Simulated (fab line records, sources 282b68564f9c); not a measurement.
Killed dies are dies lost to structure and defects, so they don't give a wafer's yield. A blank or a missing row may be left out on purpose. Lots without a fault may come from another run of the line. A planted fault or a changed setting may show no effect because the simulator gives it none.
A struck lot beside a sound one | flow rit_cmos | 15 steps out of a route of 202
Sound: wafers L501.2, L501.3, L501.5. Struck: wafers L507.1, L507.2, L507.6. The cause comes at the end.
At each step with rows: each side's tool, then ch and its chambers, then its first start. Under that, the readings that differ: sound wafers | struck wafers | difference of the means | sigmas: that difference in standard deviations of wafers without a fault.
alike: readings whose means differ by less than 2 such deviations, and words and numbers that are the same on both sides. not compared: withheld readings, readings that some wafer has no value for, bounds like >300 that may hide the same value, and numbers for which the record gives no deviation and whose values overlap.
The two part at a step that has a row with sigmas, a row that says differs or no value, or rows on one side only. Numbers that don't overlap but have no deviation are shown without sigmas and don't part them. A reading that every wafer of one side lacks parts them only if that side has two wafers or more.

first, 1 step without rows for these wafers: RIT_ACTIVE_OXIDATION_01 (target thk 46.8 nm, ox time 3360 s).
RIT_ACTIVE_THK_MEAS_02:
  sound on film_metro-01, day 3 05:46; struck on film_metro-04, day 4 10:03
  alike: ACTIVE_OXIDE_THK
then, 1 step without rows for these wafers: RIT_ACTIVE_CVD_03 (deposits Si3N4 from SiH2Cl2/NH3, target thk 150 nm, time 1500 s).
RIT_ACTIVE_THK_MEAS_04:
  sound on film_metro-01, day 3 07:14; struck on film_metro-04, day 4 11:32
  alike: ACTIVE_NITRIDE_THK
then, 6 steps without rows for these wafers: RIT_ACTIVE_HMDS_05 (prime time 60 s); RIT_ACTIVE_COAT_06 (resist thk 1000 nm); RIT_ACTIVE_SOFTBAKE_07 (time 60 s); RIT_ACTIVE_EXPOSE_08 (exposes mask M1, target cd 1400 nm); RIT_ACTIVE_PEB_09; RIT_ACTIVE_DEVELOP_10 (develop time 50 s).
RIT_ACTIVE_CD_MEAS_11: target cd 1400 nm.
  sound on cd_sem-02, day 3 08:10; struck on cd_sem-01, day 4 12:34
  alike: cd_nm
then, 1 step without rows for these wafers: RIT_ACTIVE_HARDBAKE_12 (time 60 s).
RIT_ACTIVE_ETCH_13: etches Si3N4 in SF6, stops on SiO2, time 210 s, target depth 210 nm.
  sound on rie_diel-02 ch 2,3, day 3 08:25; struck on rie_diel-02 ch 1,2, day 4 12:50
  reading                                     | sound             | struck            | difference | sigmas
  oes_product_au (a.u.)                       | 0.838 0.845 0.832 | 0.761 0.765 0.755 | -0.078     | -6
  model.NOVOLAK_of_ACTIVE_COAT_06.thk_nm (nm) | 649.8 645.1 650.3 | 744.6 738.9 744   | +94.1      |
  model.ACTIVE.feature_depth_nm (nm)          | 152.9 151.5 151.5 | 124.8 127.4 124.9 | -26.3      |
  model.etch.depth_nm (nm)                    | 152.1 151.5 151.5 | 124.8 127.4 124.9 | -26.0      |
  alike: drypump_motor_current_A, throttle_valve_pct
  not compared: rf_hours_counter_h
RIT_ACTIVE_STRIP_14: strips in O2, time 180 s.
  sound on plasma_asher-02 ch 0,1, day 3 08:32; struck on plasma_asher-04 ch 0,1, day 4 12:58
  alike: drypump_motor_current_A
  not compared: rf_hours_counter_h
RIT_M1_PROBE_99:
  sound on prober-02, day 5 08:01; struck on prober-02, day 6 12:55
  reading             | sound | struck                                                               | difference                   | sigmas
  hold                | - - - | await_dispo/7.3h/scrap await_dispo/7.3h/scrap await_dispo/7.3h/scrap | no value on the sound wafers |
  killed_at_front_end | 6 7 4 | 264 264 264                                                          | +258                         | +83
  killed_dies         | 6 7 5 | 264 264 264                                                          | +258                         | +83
  killed_on_rim       | 2 1 1 | 70 70 70                                                             | +69                          | +49
  alike: killed_at_M0_to_M3, killed_at_contacts, killed_open, killed_short

WHERE THEY PART
First at RIT_ACTIVE_ETCH_13; last, within this record, at RIT_M1_PROBE_99.

WHY: what the simulator had put in
Process parameter drift: rie_diel-02, from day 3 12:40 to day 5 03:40, at RIT_ACTIVE_ETCH_13. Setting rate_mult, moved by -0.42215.
